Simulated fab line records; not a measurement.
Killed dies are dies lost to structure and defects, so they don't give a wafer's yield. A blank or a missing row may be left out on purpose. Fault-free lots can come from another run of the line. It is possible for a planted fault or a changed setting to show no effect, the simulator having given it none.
Which tool did it? ; flow ritCmos ; 42 wafers from 14 lots sampled at 5 of the route's 202 steps

## WHAT THE GAUGES SHOWED, per wafer
RIT_FOX2_THK_MEAS_01.
lot;measured;on;FOX2_OXIDE_THK (nm)
L139;day 1 19:04;filmMetro-04;349 355 354
L140;day 1 23:59;filmMetro-04;366 364 358
L141;day 2 09:38;filmMetro-03;358 354 354
L143;day 2 15:49;filmMetro-02;361 358 357
L144;day 2 22:14;filmMetro-03;350 355 351
L145;day 3 02:22;filmMetro-02;346 348 349
L147;day 3 15:24;filmMetro-03;346 341 348
L149;day 3 21:56;filmMetro-03;353 353 354
L150;day 4 05:26;filmMetro-02;347 351 347
L153;day 4 19:17;filmMetro-02;358 358 355
L156;day 5 09:26;filmMetro-04;350 352 357
L159;day 5 23:44;filmMetro-02;348 350 347
L161;day 6 09:43;filmMetro-02;354 360 355
L162;day 6 17:26;filmMetro-04;356 349 353

RIT_REOX_THK_MEAS_04.
lot;measured;on;REOX_OXIDE_THK (nm)
L139;day 2 19:26;filmMetro-04;25.8 25.4 25.5
L140;day 3 03:17;filmMetro-01;24.6 25.0 24.5
L141;day 3 09:00;filmMetro-04;25.1 24.9 25.2
L143;day 3 16:41;filmMetro-01;24.8 24.5 24.7
L144;day 3 22:05;filmMetro-04;25.1 25.4 25.2
L145;day 4 04:07;filmMetro-04;25.7 25.7 25.5
L147;day 4 17:43;filmMetro-01;25.3 25.2 25.3
L149;day 5 00:18;filmMetro-04;25.1 25.1 25.5
L150;day 5 06:37;filmMetro-03;24.8 25.1 24.9
L153;day 5 19:52;filmMetro-03;25.4 25.5 25.6
L156;day 6 10:13;filmMetro-03;24.2 24.6 24.9
L159;day 7 02:37;filmMetro-03;26.5 26.1 26.1
L161;day 7 11:41;filmMetro-04;25.5 25.5 25.5
L162;day 7 16:10;filmMetro-03;25.2 25.2 25.1

RIT_M1_CD_MEAS_09 targets a cd of 2600 nm.
lot;measured;on;cdNm (nm)
L139;day 3 09:31;cdSem-02;2603.2 2603.3 2604.8
L140;day 3 18:23;cdSem-02;2601.2 2598.8 2600.0
L141;day 3 22:31;cdSem-02;2596.9 2595.3 2600.5
L143;day 4 06:28;cdSem-01;2600.7 2598.3 2600.2
L144;day 4 11:53;cdSem-02;2598.4 2597.5 2601.3
L145;day 4 18:23;cdSem-02;2598.4 2599.5 2596.7
L147;day 5 07:36;cdSem-02;2601.3 2602.5 2601.2
L149;day 5 14:45;cdSem-02;2595.9 2596.8 2597.2
L150;day 5 20:49;cdSem-02;2597.5 2596.7 2597.9
L153;day 6 09:28;cdSem-02;2592.2 2591.3 2590.9
L156;day 7 00:15;cdSem-01;2600.4 2600.7 2598.4
L159;day 7 16:49;cdSem-02;2588.4 2591.3 2591.5
L161;day 8 01:47;cdSem-02;2599.7 2599.1 2597.7
L162;day 8 06:12;cdSem-02;2602.4 2601.6 2600.3

## WHICH TOOL RAN EACH LOT (tool, then ch and the chambers of the sampled wafers, then the start)
lot;RIT_SILICIDE_SPUTTER_01;RIT_M1_DEVELOP_08
L139;pvdSputter-04, day 3 05:09;lithoTrack-04 ch 0, day 3 09:00
L140;pvdSputter-03, day 3 13:59;lithoTrack-04 ch 0, day 3 18:00
L141;pvdSputter-04, day 3 18:17;lithoTrack-04 ch 0, day 3 22:00
L143;pvdSputter-02, day 4 02:15;lithoTrack-02 ch 0, day 4 06:00
L144;pvdSputter-03, day 4 07:31;lithoTrack-03 ch 0, day 4 11:00
L145;pvdSputter-04, day 4 14:04;lithoTrack-04 ch 0, day 4 18:00
L147;pvdSputter-02, day 5 03:15;lithoTrack-04 ch 0, day 5 07:00
L149;pvdSputter-04, day 5 10:26;lithoTrack-02 ch 0, day 5 14:00
L150;pvdSputter-03, day 5 16:24;lithoTrack-03 ch 0, day 5 20:00
L153;pvdSputter-02, day 6 05:14;lithoTrack-02 ch 0, day 6 09:00
L156;pvdSputter-04, day 6 19:56;lithoTrack-04 ch 0, day 7 00:00
L159;pvdSputter-04, day 7 12:43;lithoTrack-02 ch 0, day 7 16:00
L161;pvdSputter-02, day 7 21:34;lithoTrack-04 ch 0, day 8 01:00
L162;pvdSputter-03, day 8 01:52;lithoTrack-03 ch 0, day 8 06:00
- RIT_SILICIDE_SPUTTER_01: material Ti, target thk 30 nm, time 240 s.
- RIT_M1_DEVELOP_08: develop time 68 s.

## WHAT THE TOOLS THEMSELVES READ (means of the sampled wafers that have a number; where no wafer has one, the mark that the record gives instead)
RIT_SILICIDE_SPUTTER_01.
lot;tool;throttleValvePct (%)
L139;pvdSputter-04;29.9
L140;pvdSputter-03;30.1
L141;pvdSputter-04;29.6
L143;pvdSputter-02;30.0
L144;pvdSputter-03;30.0
L145;pvdSputter-04;30.0
L147;pvdSputter-02;30.8
L149;pvdSputter-04;30.0
L150;pvdSputter-03;30.1
L153;pvdSputter-02;30.2
L156;pvdSputter-04;30.6
L159;pvdSputter-04;31.0
L161;pvdSputter-02;30.5
L162;pvdSputter-03;30.0

## THE ANSWER, worked out from the rows above alone
Rule: the lots themselves supply what counts as usual. The widest of any qualifying gaps counts: lots, ordered by their means at a reading, are off when they make up no more than a third of the lots, leave a main group of 4 or more, and stand apart from it by 3 or more times the standard deviation of that group's means. If all means in a main group match to the digits the tables above print for the reading, that group is not used. Also off: a lot with no number at a reading for which 4 or more lots have one. Any other lot the step has rows for is counted as sound. The gauges are gone through in route order, then the tools' own readings, and for those a lot's mean is taken as printed above. At the first step where some lot is off, the reading lying furthest off is the one used; lots without a number count as furthest.
Nothing can be told from this: no lot is off at any reading shown.

## WHAT THE SIMULATOR HAD PUT IN
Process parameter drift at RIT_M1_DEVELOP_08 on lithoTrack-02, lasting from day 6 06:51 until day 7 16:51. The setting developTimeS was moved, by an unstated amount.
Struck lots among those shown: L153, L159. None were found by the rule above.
